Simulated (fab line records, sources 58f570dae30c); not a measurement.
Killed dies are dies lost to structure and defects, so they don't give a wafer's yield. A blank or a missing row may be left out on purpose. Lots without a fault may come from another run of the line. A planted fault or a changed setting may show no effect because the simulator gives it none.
Chamber matching | flow berkeley_cmos170 | UCB170_V2_ETCH_14 on rie_diel-02: 4 sister chambers
The step etches SiO2 in CHF3/CF4/Ar, stops on Al, target depth 1250 nm, time 291 s. 4 wafers are shown with their chamber, then 7 later ones without.

WAFERS WITH THEIR CHAMBER
wafer  | chamber | throttle_valve_pct (%)
L197.6 | 3       | 7.07
L201.6 | 2       | 6.71
L202.2 | 1       | 6.95
L202.3 | 0       | 7.19

WAFERS WITHOUT THEIR CHAMBER
wafer  | throttle_valve_pct (%)
L202.5 | 6.72
L205.2 | 7.19
L205.4 | 7.09
L205.5 | 7.19
L217.1 | 6.94
L217.2 | 7.19
L217.4 | 7.19

WHICH CHAMBER EACH WENT THROUGH
wafer  | from the rows above | in truth
L202.5 | 2                   | 2
L205.2 | 0                   | 0
L205.4 | 3                   | 3
L205.5 | 0                   | 0
L217.1 | 1                   | 1
L217.2 | 0                   | 0
L217.4 | 0                   | 0
Placed correctly: 7 of 7. Can't be placed from these rows: 0. Placed wrongly: 0.
How it was worked out, from the rows above alone: a wafer's distance from a chamber is the root of the sum, over the readings, of the square of ((its reading less the chamber's mean) divided by the reading's scatter). The wafer belongs to the nearest chamber; if the next one is less than 2 further off, it can't be placed. A chamber's mean is the mean of its shown wafers. The scatter: with one shown wafer a chamber, the root of the mean of the squares of how far each hidden wafer lies from its nearest shown one.
